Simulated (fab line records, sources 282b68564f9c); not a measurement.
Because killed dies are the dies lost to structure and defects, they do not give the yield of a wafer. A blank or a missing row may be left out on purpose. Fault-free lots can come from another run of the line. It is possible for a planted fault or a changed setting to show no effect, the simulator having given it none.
Code-filled problem report in 8D (eight disciplines) form	flow rit cmos	the parts of the form that need people (team, actions taken, sign-off) are left out

== 1. PROBLEM STATEMENT ==
FOX1_OXIDE_THK at RIT_FOX1_THK_MEAS_01 reads a mean of 216 nm on 6 wafers of 2 lots; wafers without a fault read 356 nm with a standard deviation of 7.4. That is -19 standard deviations from the usual mean.
First seen on wafer L909.1, day 5 17:14, on film metro-01. The record has a number at this step for 42 wafers belonging to 14 lots. Rule for "out", or "out of limits": more than 4 standard deviations from the usual mean. All remaining wafers that have a number are taken as sound.

== 2. WHAT IT IS, WHAT IT ISN'T ==
question	is	is not
which readings at this step	FOX1_OXIDE_THK	-
which lots	L909, L913	L890, L892, L893, L894, L895, L896, L898, L899, L901, L902, L903, L907
which wafers of those lots	all that have a number	-
read on which gauges	film metro-01, film metro-03	film metro-04
when	from day 5 17:14	up to then (36 sound wafers)

== 3. WHAT RULES OUT EACH SUSPECT ==
Counting: a tool stays on the suspect list if, at a process step up to the reading, it processed all lots that are out and no sound lot following the first of them.
- the gauge at RIT_FOX1_THK_MEAS_01: ruled out. The wafers that are out were read on 2 gauges (film metro-01, film metro-03).
- furnace-01 at RIT_FOX1_OXIDATION_00 (target thk 350.7 nm, ox time 1130 s): kept. All lots that are out passed through it, beginning with L909 at day 5 15:55, and no sound lot followed; its final sound lot before that point was L907 at day 5 07:38.
Remaining after the count: furnace-01 at RIT_FOX1_OXIDATION_00.

== 4. THE CAUSE (what the simulator had put in) ==
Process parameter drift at RIT_FOX1_OXIDATION_00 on furnace-01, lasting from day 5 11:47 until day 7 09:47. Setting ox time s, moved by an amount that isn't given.
Only this tool survived the counting.

== 5. SEQUENCE OF EFFECTS, ordered by route ==
Rows list readings where the struck wafers' mean (over those with a number) sits beyond 3 standard deviations from the usual. Readings are gone through only where the record gives a usual standard deviation; hours: the median, over the lots, of the time from a lot's start at the first step in this table giving one to that lot's start at this step; sigmas: the change measured in usual standard deviations.
hours	step	reading	usual	on struck wafers	change	sigmas
0	RIT_FOX1_THK_MEAS_01	FOX1_OXIDE_THK	356 nm	216	-140	-19

== 6. WHAT WOULD HAVE CAUGHT IT SOONER ==
In this record the first reading out of limits at a measuring or inspecting step was taken at day 5 17:14, 5 hours after the fault began at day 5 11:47.
Of the lots that are out (2), L913 began RIT_FOX1_OXIDATION_00 on furnace-01 after day 5 17:14. A hold on the tool at that time would have spared it.
